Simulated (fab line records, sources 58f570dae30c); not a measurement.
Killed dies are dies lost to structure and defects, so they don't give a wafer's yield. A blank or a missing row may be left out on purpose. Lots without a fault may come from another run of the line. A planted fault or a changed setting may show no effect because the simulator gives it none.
Which tool did it? | flow berkeley_cmos170 | 15 lots, 45 wafers sampled, at 6 steps of a route of 331

WHAT THE GAUGES READ, wafer by wafer
UCB170_ACTIVE_OVL_MEAS_14. Usual: ACTIVE_OVL 3 nm, standard deviation 4.3.
lot  | measured    | on         | ACTIVE_OVL (nm) | flag
L595 | day 4 10:45 | overlay-01 | 6 1 6           |
L596 | day 4 11:06 | overlay-02 | -5 2 -2         |
L598 | day 4 13:31 | overlay-02 | 5 3 5           |
L597 | day 4 13:45 | overlay-02 | 3 6 4           |
L599 | day 4 17:49 | overlay-02 | 2 7 -5          |
L601 | day 5 04:19 | overlay-02 | 4 -1 0          |
L600 | day 5 04:35 | overlay-02 | -7 7 2          |
L604 | day 5 20:17 | overlay-02 | 3 7 3           |
L606 | day 6 07:39 | overlay-02 | 3 14 5          |
L607 | day 6 07:55 | overlay-02 | 12 -1 2         |
L613 | day 7 15:11 | overlay-01 | 5 11 2          |
L612 | day 7 19:37 | overlay-01 | 1 6 3           |
L614 | day 8 09:17 | overlay-02 | 10 7 5          |
L616 | day 8 19:54 | overlay-02 | 2 3 -2          |
L618 | day 8 22:53 | overlay-02 | 5 9 5           |

UCB170_FIELD_THK_MEAS_02. Usual: FIELD_OXIDE_THK 560 nm, standard deviation 11.
lot  | measured    | on            | FIELD_OXIDE_THK (nm) | flag
L595 | day 4 21:02 | film_metro-01 | 541 544 538          |
L596 | day 4 21:01 | film_metro-04 | 552 550 549          |
L598 | day 4 21:02 | film_metro-03 | 549 555 546          |
L597 | day 4 21:05 | film_metro-01 | 555 544 549          |
L599 | day 5 01:16 | film_metro-04 | 561 550 554          |
L601 | day 5 12:01 | film_metro-04 | 560 567 559          |
L600 | day 5 12:01 | film_metro-03 | 577 573 571          |
L604 | day 6 04:35 | film_metro-01 | 559 563 566          |
L606 | day 6 13:54 | film_metro-04 | 564 562 568          |
L607 | day 6 13:56 | film_metro-03 | 558 562 552          |
L613 | day 7 23:19 | film_metro-04 | 580 565 574          |
L612 | day 8 03:49 | film_metro-04 | 545 557 558          |
L614 | day 8 15:48 | film_metro-03 | 564 570 567          |
L616 | day 9 01:08 | film_metro-03 | 582 586 571          |
L618 | day 9 05:35 | film_metro-04 | 571 578 567          |

UCB170_M1_CD_MEAS_90: target cd 700 nm. Usual: cd_nm 700.4 nm, standard deviation 2.9.
lot  | measured     | on        | cd_nm (nm)        | flag
L595 | day 7 04:44  | cd_sem-01 | 705.4 702.8 701.3 |
L596 | day 6 23:51  | cd_sem-01 | 699.0 700.3 700.3 |
L598 | day 7 04:19  | cd_sem-01 | 695.6 694.8 701.2 |
L597 | day 7 04:50  | cd_sem-02 | 697.2 695.0 697.5 |
L599 | day 7 08:29  | cd_sem-02 | 697.5 704.0 697.6 |
L601 | day 7 16:41  | cd_sem-01 | 705.4 704.8 704.9 |
L600 | day 7 16:12  | cd_sem-02 | 702.7 699.6 702.5 |
L604 | day 8 14:53  | cd_sem-02 | - - -             | OFF
L606 | day 9 03:35  | cd_sem-01 | - - -             | OFF
L607 | day 9 03:25  | cd_sem-01 | - - -             | OFF
L613 | day 10 13:23 | cd_sem-02 | 702.9 702.2 702.4 |
L612 | day 10 12:56 | cd_sem-02 | 699.0 699.3 701.8 |
L614 | day 11 01:49 | cd_sem-01 | 695.8 696.6 695.1 |
L616 | day 11 08:58 | cd_sem-02 | 702.8 703.6 701.3 |
L618 | day 11 17:52 | cd_sem-01 | 699.0 702.0 699.4 |

UCB170_V2_THK_MEAS_01. Usual: V2_TEOS_THK 1999 nm, standard deviation 24.
lot  | measured     | on            | V2_TEOS_THK (nm) | flag
L595 | day 7 12:40  | film_metro-04 | 1989 2042 2035   |
L596 | day 7 12:09  | film_metro-02 | 2011 1999 2015   |
L598 | day 7 12:25  | film_metro-01 | 1957 1996 2019   |
L597 | day 7 12:54  | film_metro-02 | 1993 2015 2021   |
L599 | day 7 19:41  | film_metro-04 | 1978 2009 2009   |
L601 | day 8 01:42  | film_metro-02 | 1971 2011 2020   |
L600 | day 8 01:29  | film_metro-02 | 1950 1951 1976   |
L613 | day 11 00:08 | film_metro-04 | 1976 1985 2005   |
L612 | day 10 22:54 | film_metro-04 | 1982 2006 2004   |
L614 | day 11 11:13 | film_metro-02 | 1990 2004 2007   |
L616 | day 11 17:38 | film_metro-04 | 1951 1974 1996   |
L618 | day 12 03:50 | film_metro-01 | 2007 1983 2031   |

WHICH TOOL RAN EACH LOT (tool, then ch and the chambers of the sampled wafers, then the start)
lot  | UCB170_M1_ETCH_11                  | UCB170_M1_METAL_ETCH_12
L595 | rie_diel-02 ch 2,3, day 7 04:25    | rie_metal-03 ch 0,1, day 7 04:30
L596 | rie_diel-04 ch 1,3, day 6 23:29    | rie_metal-01 ch 0,1, day 6 23:32
L598 | rie_diel-04 ch 0,1, day 7 03:49    | rie_metal-04 ch 0,1, day 7 03:51
L597 | rie_diel-03 ch 0,1, day 7 04:32    | rie_metal-01 ch 0,1, day 7 04:35
L599 | rie_diel-04 ch 0,2,3, day 7 08:13  | rie_metal-04 ch 0,1, day 7 08:16
L601 | rie_diel-02 ch 0,1,3, day 7 16:23  | rie_metal-03 ch 0,1, day 7 16:26
L600 | rie_diel-03 ch 0,1,3, day 7 15:55  | rie_metal-04 ch 0,1, day 7 15:57
L604 | rie_diel-04 ch 0,1, day 8 14:35    | rie_metal-01 ch 0,1, day 8 14:40
L606 | rie_diel-03 ch 0,1,3, day 9 03:16  | rie_metal-01 ch 0,1, day 9 03:19
L607 | rie_diel-04 ch 0,1,2, day 9 02:55  | rie_metal-03 ch 0,1, day 9 03:00
L613 | rie_diel-04 ch 0,3, day 10 12:53   | rie_metal-03 ch 1, day 10 12:58
L612 | rie_diel-03 ch 0,2, day 10 12:37   | rie_metal-01 ch 0,1, day 10 12:42
L614 | rie_diel-03 ch 0,2,3, day 11 01:30 | rie_metal-04 ch 0,1, day 11 01:35
L616 | rie_diel-03 ch 0,1,2, day 11 08:41 | rie_metal-03 ch 0,1, day 11 08:44
L618 | rie_diel-04 ch 0,1,3, day 11 17:34 | rie_metal-01 ch 0,1, day 11 17:37
- UCB170_M1_ETCH_11: etches BARC in N2/H2.
- UCB170_M1_METAL_ETCH_12: etches Al in Cl2/BCl3, stops on PSG, target depth 780 nm, time 130 s.

WHAT THE TOOLS THEMSELVES READ (means of the sampled wafers that have a number; where no wafer has one, the mark that the record gives instead)
UCB170_M1_ETCH_11. Usual: bias_w 100.02 W, standard deviation 0.28; chamber_pressure_mTorr 30.002 mTorr, standard deviation 0.027; drypump_motor_current_A 5.8 A, standard deviation 0.34; oes_product_au 1.001 a.u., standard deviation 0.023; throttle_valve_pct 13.34 %, standard deviation 0.13.
lot  | tool        | bias_w (W) | chamber_pressure_mTorr (mTorr) | drypump_motor_current_A (A) | oes_product_au (a.u.) | throttle_valve_pct (%) | flag
L595 | rie_diel-02 | 99.68      | 30.014                         | 5.9                         | 1.025                 | 13.27                  |
L596 | rie_diel-04 | 100.16     | 30.026                         | 5.5                         | 1.007                 | 13.33                  |
L598 | rie_diel-04 | 100.07     | 30.021                         | 6.1                         | 0.998                 | 13.35                  |
L597 | rie_diel-03 | 100.30     | 29.991                         | 5.6                         | 0.978                 | 13.35                  |
L599 | rie_diel-04 | 99.88      | 29.985                         | 5.8                         | 1.021                 | 13.44                  |
L601 | rie_diel-02 | 100.01     | 30.004                         | 5.7                         | 1.005                 | 13.28                  |
L600 | rie_diel-03 | 100.03     | 30.002                         | 5.7                         | 0.973                 | 13.30                  |
L604 | rie_diel-04 | -          | -                              | -                           | -                     | -                      | OFF
L606 | rie_diel-03 | -          | -                              | -                           | -                     | -                      | OFF
L607 | rie_diel-04 | -          | -                              | -                           | -                     | -                      | OFF
L613 | rie_diel-04 | 99.90      | 30.013                         | 5.7                         | 1.015                 | 13.48                  |
L612 | rie_diel-03 | 99.88      | 29.996                         | 5.7                         | 1.004                 | 13.38                  |
L614 | rie_diel-03 | 100.05     | 30.020                         | 5.8                         | 1.001                 | 13.34                  |
L616 | rie_diel-03 | 99.99      | 29.990                         | 5.7                         | 0.989                 | 13.35                  |
L618 | rie_diel-04 | 99.89      | 30.003                         | 5.8                         | 1.006                 | 13.40                  |

UCB170_M1_METAL_ETCH_12. Usual: bcl3_flow_sccm 45.00 sccm, standard deviation 0.14; bias_w 120.0 W, standard deviation 0.37; drypump_motor_current_A 5.9 A, standard deviation 0.59; oes_product_au 0.857 a.u., standard deviation 0.014; throttle_valve_pct 24.48 %, standard deviation 0.28.
lot  | tool         | bcl3_flow_sccm (sccm) | bias_w (W) | drypump_motor_current_A (A) | oes_product_au (a.u.) | throttle_valve_pct (%) | flag
L595 | rie_metal-03 | 44.97                 | 120.2      | 6.0                         | 0.847                 | 24.66                  |
L596 | rie_metal-01 | 44.93                 | 119.9      | 5.9                         | 0.866                 | 24.12                  |
L598 | rie_metal-04 | 44.95                 | 120.1      | 5.8                         | 0.852                 | 24.47                  |
L597 | rie_metal-01 | 45.07                 | 119.7      | 5.9                         | 0.861                 | 24.12                  |
L599 | rie_metal-04 | 44.82                 | 120.0      | 5.8                         | 0.859                 | 24.48                  |
L601 | rie_metal-03 | 45.01                 | 120.6      | 5.9                         | 0.845                 | 24.65                  |
L600 | rie_metal-04 | 44.98                 | 119.8      | 5.5                         | 0.863                 | 24.66                  |
L604 | rie_metal-01 | 44.98                 | 120.0      | 5.9                         | 0.374                 | 24.35                  | OFF
L606 | rie_metal-01 | 45.02                 | 120.1      | 6.1                         | 0.379                 | 24.48                  | OFF
L607 | rie_metal-03 | 44.99                 | 119.8      | 5.4                         | 0.374                 | 24.82                  | OFF
L613 | rie_metal-03 | 44.94                 | 119.7      | 6.5                         | 0.850                 | 24.73                  |
L612 | rie_metal-01 | 44.99                 | 120.1      | 5.9                         | 0.863                 | 24.13                  |
L614 | rie_metal-04 | 44.89                 | 119.7      | 5.8                         | 0.857                 | 24.46                  |
L616 | rie_metal-03 | 45.13                 | 119.9      | 5.4                         | 0.845                 | 24.50                  |
L618 | rie_metal-01 | 45.00                 | 120.0      | 5.9                         | 0.862                 | 24.13                  |

THE ANSWER, worked out from the rows above alone
Rule: a lot is off if the mean of its wafers that have a number lies more than 3 standard deviations from the usual mean. A lot without any number at a reading at which 4 lots or more have one is off too. The other lots that the step has rows for count as sound. The gauges are gone through in route order, then the tools' own readings, and for those a lot's mean is taken as printed above. The first step at which some lot is off is used, and at that step the reading that is off furthest; a lot without a number counts as furthest.
Off: L604, L606, L607, at UCB170_M1_CD_MEAS_90 (cd_nm). Without a number there: L604, L606, L607.
A tool fits if, at a process step before that reading, it ran every lot that is off, and no sound lot after the first of them. The gauges at UCB170_M1_CD_MEAS_90 aren't tried: what is off there is off at UCB170_M1_ETCH_11 too, on other tools, and a gauge's error can't cause that. None of those tried fits.

WHAT THE SIMULATOR HAD PUT IN
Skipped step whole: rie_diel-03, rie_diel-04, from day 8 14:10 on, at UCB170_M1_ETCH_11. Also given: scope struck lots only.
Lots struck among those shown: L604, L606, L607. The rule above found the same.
